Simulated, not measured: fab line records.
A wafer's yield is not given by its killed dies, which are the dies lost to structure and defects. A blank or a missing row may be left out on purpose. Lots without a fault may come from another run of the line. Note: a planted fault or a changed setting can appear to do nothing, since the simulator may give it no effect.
Struck lot and sound lot, side by side    flow rit-cmos    44 out of 202 route steps
Sound: wafers L920.2, L920.3, L920.4. The struck wafers were L936.1, L936.3, L936.4. Last of all comes the cause.
Order at every step that has rows: each side's tool, ch and its chambers, its first start. Under that, the readings that differ: sound wafers    struck wafers    difference of the means    sigmas: that difference in standard deviations of wafers without a fault.
alike: readings whose means differ by less than 2 such deviations, and words and numbers that are the same on both sides. not compared: withheld readings, readings that some wafer has no value for, bounds like >300 that may hide the same value, and numbers for which the record gives no deviation and whose values overlap.
The two part at a step that has a row with sigmas, a row that says differs or no value, or rows on one side only. Non-overlapping numbers with no deviation appear without sigmas and do not part them. A reading missing from all wafers of one side parts the sides only when that side holds two or more wafers.

first, 2 steps without rows for these wafers: RIT_PRETRO_HARDBAKE_07 (time 120 s); RIT_PRETRO_IMPLANT_08.
RIT_PRETRO_STRIP_09: strips in O2, time 180 s.
  sound on plasma-asher-04 ch 0,1, day 2 09:23; struck on plasma-asher-02 ch 0,1, day 5 20:47
  alike: chamber-pressure-mTorr, drypump-motor-current-A
  not compared: rf-hours-counter-h
RIT_PRETRO_TW_MEAS_10:
  sound on film-metro-03, day 2 09:35; struck on film-metro-04, day 5 20:57
  alike: PRETRO_TW
then, 5 steps without rows for these wafers: RIT_GATE_WET_ETCH_00 (etches SiO2 in BOE, target depth 56 nm, time 60 s); RIT_GATE_CLEAN_01 (cleans in SC1, time 600 s); RIT_GATE_CLEAN_02 (cleans in dHF, time 30 s); RIT_GATE_CLEAN_03 (cleans in SC2, time 600 s); RIT_GATE_CLEAN_04 (cleans in dHF, time 60 s).
RIT_FOX2_THK_MEAS_91:
  sound on film-metro-04, day 2 10:05; struck on film-metro-01, day 5 21:26
  alike: FIELD_OXIDE_LEFT_2_THK
then, 2 steps without rows for these wafers: RIT_GATE_OXIDATION_05 (target thk 3 nm, ox time 270 s); RIT_GATE_ANNEAL_06 (time 600 s).
RIT_GATE_THK_MEAS_07:
  sound on film-metro-04, day 2 11:29; struck on film-metro-02, day 6 03:05
reading              sound           struck          difference  sigmas
GATE_OXIDE_THK (nm)  3.15 3.08 3.09  5.54 5.50 5.49  +2.40       +39
  not compared: hold
RIT_GATE_CVD_08: deposits poly-Si from SiH4, target thk 250 nm, time 2220 s.
  sound on lpcvd-01 ch 1, day 2 11:32; struck on lpcvd-01 ch 0, day 6 10:07
reading  sound  struck                                                                      difference                    sigmas
hold     - - -  await-dispo/4.8h/release await-dispo/4.8h/release await-dispo/4.8h/release  no value on the sound wafers  
  not compared: model.poly-Si_of_GATE_CVD_08.thk-nm
RIT_GATE_THK_MEAS_09:
  sound on film-metro-02, day 2 13:09; struck on film-metro-01, day 6 13:45
  alike: GATE_POLY_THK
then, 6 steps without rows for these wafers: RIT_GATE_HMDS_10 (prime time 60 s); RIT_GATE_COAT_11 (resist thk 850 nm); RIT_GATE_SOFTBAKE_12 (time 60 s); RIT_GATE_EXPOSE_13 (exposes mask M6, target cd 150 nm); RIT_GATE_PEB_14; RIT_GATE_DEVELOP_15 (develop time 50 s).
RIT_GATE_CD_MEAS_16: target cd 150 nm.
  sound on cd-sem-01, day 2 14:09; struck on cd-sem-02, day 6 14:46
  alike: cd-nm
RIT_GATE_OVL_MEAS_17:
  sound on overlay-01, day 2 14:16; struck on overlay-01, day 6 14:53
  alike: GATE_OVL
then, 1 step without rows for these wafers: RIT_GATE_HARDBAKE_18 (time 60 s).
RIT_GATE_ETCH_19: etches poly-Si in SF6/CHF3/O2, stops on SiO2, time 165 s, target depth 312.5 nm.
  sound on rie-si-01 ch 0,2,3, day 2 14:26; struck on rie-si-01 ch 0,1,2, day 6 15:13
  alike: chamber-pressure-mTorr, drypump-motor-current-A, oes-product-au, throttle-valve-pct
  not compared: rf-hours-counter-h, model.GATE.feature-depth-nm, model.etch.depth-nm
RIT_GATE_STRIP_20: strips in O2, time 180 s.
  sound on plasma-asher-01 ch 0,1, day 2 14:32; struck on plasma-asher-03 ch 0,1, day 6 15:19
  alike: chamber-pressure-mTorr, drypump-motor-current-A
  not compared: rf-hours-counter-h
RIT_GATE_CD_MEAS_90: target cd 150 nm.
  sound on cd-sem-02, day 2 14:44; struck on cd-sem-01, day 6 15:41
  alike: cd-nm
then, 4 steps without rows for these wafers: RIT_REOX_CLEAN_00 (cleans in SC1, time 600 s); RIT_REOX_CLEAN_01 (cleans in dHF, time 30 s); RIT_REOX_CLEAN_02 (cleans in SC2, time 600 s); RIT_REOX_OXIDATION_03 (target thk 25.2 nm, ox time 5580 s).
RIT_REOX_THK_MEAS_04:
  sound on film-metro-02, day 2 18:10; struck on film-metro-02, day 6 19:17
  alike: REOX_OXIDE_THK
then, 6 steps without rows for these wafers: RIT_NLDD_HMDS_00 (prime time 60 s); RIT_NLDD_COAT_01 (resist thk 1000 nm); RIT_NLDD_SOFTBAKE_02 (time 60 s); RIT_NLDD_EXPOSE_03 (exposes mask M7, target cd 40700 nm); RIT_NLDD_PEB_04; RIT_NLDD_DEVELOP_05 (develop time 50 s).
RIT_NLDD_OVL_MEAS_06:
  sound on overlay-01, day 2 19:14; struck on overlay-02, day 6 20:20
  alike: NLDD_OVL
then, 2 steps without rows for these wafers: RIT_NLDD_HARDBAKE_07 (time 60 s); RIT_NLDD_IMPLANT_08.
RIT_NLDD_STRIP_09: strips in O2, time 180 s.
  sound on plasma-asher-02 ch 0,1, day 2 19:35; struck on plasma-asher-04 ch 0,1, day 6 20:48
  alike: chamber-pressure-mTorr, drypump-motor-current-A
  not compared: rf-hours-counter-h
RIT_SDANNEAL_CLEAN_02: cleans in SC2, time 600 s.
  sound on wet-bench-02 ch 0, day 3 03:02; struck on wet-bench-02 ch 1, day 7 05:19
  not compared: model.poly-Si_of_GATE_CVD_08.thk-nm
RIT_M1_PROBE_99:
  sound on prober-01, day 3 11:01; struck on prober-01, day 7 13:23
  alike: killed-at-contacts, killed-at-front-end, killed-dies, killed-open, killed-short

== WHERE THEY PART ==
Earliest at RIT_GATE_THK_MEAS_07; latest, in this record, at RIT_GATE_CVD_08. Later steps at which nothing parts them and some readings are alike: RIT_GATE_THK_MEAS_09, RIT_GATE_CD_MEAS_16, RIT_GATE_OVL_MEAS_17, RIT_GATE_ETCH_19, RIT_GATE_STRIP_20, RIT_GATE_CD_MEAS_90, RIT_REOX_THK_MEAS_04, RIT_NLDD_OVL_MEAS_06, RIT_NLDD_STRIP_09, RIT_M1_PROBE_99.

WHY: the cause the simulator had injected
Metrology matching offset: film-metro-02, from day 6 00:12 on, at RIT_GATE_THK_MEAS_07. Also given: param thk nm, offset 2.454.
